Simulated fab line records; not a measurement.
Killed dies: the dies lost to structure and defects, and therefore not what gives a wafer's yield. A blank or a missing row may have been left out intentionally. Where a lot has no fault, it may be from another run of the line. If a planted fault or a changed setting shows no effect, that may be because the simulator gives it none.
Lot-split experiment | flow berkeley_cmos170 | on a route of 331 steps: 5 lots, 23 wafers read

SPLIT DETAILS
At UCB170_NSD_EXPOSE_03 (exposes mask NSELECT MOD, target cd 1200 nm), the setting dose_mj was moved away from the recipe's 30 on 7 of the 23 wafers read, by -7.0% to +2.0%. This setting was run at the recipe's value on the other wafers.

FROM THE SPLIT TO THE READING: what the file shows between them, 2 steps
- UCB170_NSD_PEB_04
- UCB170_NSD_DEVELOP_05: develop time 45 s

THE READING
cd_nm (nm) at UCB170_NSD_CD_MEAS_06, where the cd target is 1200 nm. A value of 1199.9 nm with a standard deviation of 1.3 nm is what fault-free wafers of this fab line usually give.

wafer  | tool, chamber at the split | dose_mj as run | against the recipe | cd_nm, nm | against lot-mates on the recipe
L075.1 | krf_scanner-01, 0          | 30             | recipe             | 1200.5    | -
L075.2 | krf_scanner-01, 0          | 30             | recipe             | 1199.6    | -
L075.3 | krf_scanner-01, 0          | 30             | recipe             | 1198.9    | -
L075.5 | krf_scanner-01, 0          | 30             | recipe             | 1200.3    | -
L075.6 | krf_scanner-01, 0          | 30             | recipe             | 1198.7    | -
L080.1 | krf_scanner-02, 0          | 28.99          | -3.4%              | 1194.9    | -6.2
L080.2 | krf_scanner-02, 0          | 30             | recipe             | 1201.1    | -
L080.3 | krf_scanner-02, 0          | 30             | recipe             | 1201.6    | -
L080.5 | krf_scanner-02, 0          | 30             | recipe             | 1200.5    | -
L080.6 | krf_scanner-02, 0          | 28.99          | -3.4%              | 1195.3    | -5.8
L077.2 | krf_scanner-02, 0          | 30.59          | +2.0%              | 1204.0    | +3.7
L077.3 | krf_scanner-02, 0          | 30             | recipe             | 1199.7    | -
L077.4 | krf_scanner-02, 0          | 30             | recipe             | 1200.2    | -
L077.5 | krf_scanner-02, 0          | 30             | recipe             | 1201.0    | -
L077.6 | krf_scanner-02, 0          | 30.59          | +2.0%              | 1203.4    | +3.1
L083.1 | krf_scanner-02, 0          | 30             | recipe             | 1198.2    | -
L083.3 | krf_scanner-02, 0          | 30             | recipe             | 1200.2    | -
L083.4 | krf_scanner-02, 0          | 30             | recipe             | 1198.6    | -
L085.2 | krf_scanner-01, 0          | 30             | recipe             | 1198.2    | -
L085.3 | krf_scanner-01, 0          | 27.9           | -7.0%              | 1184.9    | -14.0
L085.4 | krf_scanner-01, 0          | 27.9           | -7.0%              | 1185.5    | -13.5
L085.5 | krf_scanner-01, 0          | 27.9           | -7.0%              | 1186.3    | -12.7
L085.6 | krf_scanner-01, 0          | 30             | recipe             | 1199.7    | -

THE FIT
A straight line over all 23 wafers: cd_nm changes by +1.97 nm for each +1% of dose_mj; r = +0.98; the points scatter about the line by 1.1 nm.
The same after taking each lot's own level away (the mean of its wafers on the recipe; 23 wafers): +1.88 nm for each +1%; r = +0.99; scatter 0.66 nm.
Per that fit: largest dose_mj move, reading shift of 13 nm.
From 1198.95 to 1201.07 nm: that is the span of the lots' own levels, equal to 1.6 times the standard deviation above.
Consequently the slope shifts little with the lot-to-lot level, the two slopes agreeing.
Check: with one of the wafers moved furthest among these (-7.0%) left out of the fit, the line predicts -12.9 nm for it against its lot-mates. Against them it came out at -14 nm.

ADDITIONAL SPLITS CARRIED BY THESE WAFERS
Before the reading, these wafers also passed through other splits. Each is held against what the fit with the lots' levels taken away leaves over:
other split on the same wafers       | wafers away from the commonest value | r with cd_nm (lot level and that fit taken away)
UCB170_ZERO_COAT_01 resist_thk_nm    | 6                                    | -0.15
UCB170_ZERO_PEB_04 peb_temp_c        | 5                                    | +0.21
UCB170_NWELL_COAT_07 spin_rpm        | 11                                   | -0.10
UCB170_PWELL_OXIDATION_02 ox_time_s  | 15                                   | -0.03
UCB170_PFIELD_COAT_01 resist_thk_nm  | 9                                    | -0.37
UCB170_PVT_STRIP_08 overash_fraction | 10                                   | -0.12

FILE'S OWN FIT
cd_nm changes by +1.87 nm for each +1% of dose_mj, r = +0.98.
